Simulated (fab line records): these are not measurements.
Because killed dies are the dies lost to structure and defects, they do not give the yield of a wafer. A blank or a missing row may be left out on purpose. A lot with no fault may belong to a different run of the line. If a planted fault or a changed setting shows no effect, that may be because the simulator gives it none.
A lot that was struck, set against a sound lot | flow rit-cmos | 15 out of 202 route steps
Sound: wafers L616.1, L616.5, L616.6. Wafers L627.1, L627.2, L627.3 were the ones struck. The cause is given at the end.
For every step that has rows: the tool of each side, followed by ch and its chambers, followed by its first start. Under that, the readings that differ: sound wafers | struck wafers | difference of the means | sigmas: that difference in standard deviations of wafers without a fault.
alike: words and numbers the same on both sides, and readings whose means are apart by under 2 such deviations; not compared: readings that were withheld, readings missing a value for some wafer, numbers with overlapping values and no deviation given by the record, and bounds like >300 which may hide the same value.
Wherever a step has rows on one side only, a row that says differs or no value, or a row with sigmas, the two part there. When numbers do not overlap yet have no deviation, they are printed without sigmas and do not part them. A reading that every wafer of one side lacks parts them only if that side has two wafers or more.

first, 1 step without rows for these wafers: RIT_NLDD_IMPLANT_08.
RIT_NLDD_STRIP_09: strips in O2, time 180 s.
  sound on plasma-asher-02 ch 0,1, day 3 09:05; struck on plasma-asher-04 ch 0,1, day 6 10:17
  reading                     | sound             | struck            | difference | sigmas
  drypump-motor-current-A (A) | 6.6 6.6 6.3       | 5.1 5.2 5.1       | -1.4       | -2
  run-length-s (s)            | 207.9 207.8 207.7 | 209.1 208.1 208.7 | +0.8       | +2
  alike: rf-refl-power-W
  not compared: rf-hours-counter-h
RIT_NLDD_TW_MEAS_10:
  sound on film-metro-04 at day 3 09:15; struck on film-metro-04 at day 6 10:27
  alike: NLDD_TW
then, 6 steps without rows for these wafers: RIT_PLDD_HMDS_00 (prime time 60 s); RIT_PLDD_COAT_01 (resist thk 1000 nm); RIT_PLDD_SOFTBAKE_02 (time 60 s); RIT_PLDD_EXPOSE_03 (exposes mask M8, target cd 40900 nm); RIT_PLDD_PEB_04; RIT_PLDD_DEVELOP_05 (develop time 50 s).
RIT_PLDD_OVL_MEAS_06:
  sound on overlay-02 at day 3 10:36; struck on overlay-02 at day 6 11:29
  alike: PLDD_OVL
then, 2 steps without rows for these wafers: RIT_PLDD_HARDBAKE_07 (time 60 s); RIT_PLDD_IMPLANT_08.
RIT_PLDD_STRIP_09: strips in O2, time 180 s.
  sound on plasma-asher-04 ch 0,1, day 3 10:56; struck on plasma-asher-02 ch 0,1, day 6 11:49
  reading                                   | sound             | struck            | difference | sigmas
  drypump-motor-current-A (A)               | 5.1 5.2 5.1       | 6.3 6.6 6.3       | +1.3       | +2
  run-length-s (s)                          | 209.0 207.9 209.1 | 72.4 72.3 72.5    | -136.3     | -99 or more
  model.NOVOLAK_of_PLDD_COAT_01.thk-nm (nm) | 0 0 0             | 230.7 230.8 231.2 | +230.9     |
  alike: rf-refl-power-W
  not compared: rf-hours-counter-h
RIT_PLDD_TW_MEAS_10:
  sound on film-metro-01 at day 3 11:07; struck on film-metro-02 at day 6 12:00
  alike: PLDD_TW
RIT_M1_PROBE_99:
  sound on prober-02 at day 4 00:34; struck on prober-01 at day 7 03:05
  reading             | sound | struck      | difference | sigmas
  killed-at-front-end | 4 4 4 | 264 264 263 | +260       | +90
  killed-dies         | 4 5 4 | 264 264 264 | +260       | +87
  killed-on-rim       | 0 1 2 | 70 70 70    | +69        | +49
  alike: killed-at-contacts, killed-open, killed-short

WHERE THEY PART
First at RIT_NLDD_STRIP_09; last, within this record, at RIT_M1_PROBE_99.

WHY: what had been put in by the simulator
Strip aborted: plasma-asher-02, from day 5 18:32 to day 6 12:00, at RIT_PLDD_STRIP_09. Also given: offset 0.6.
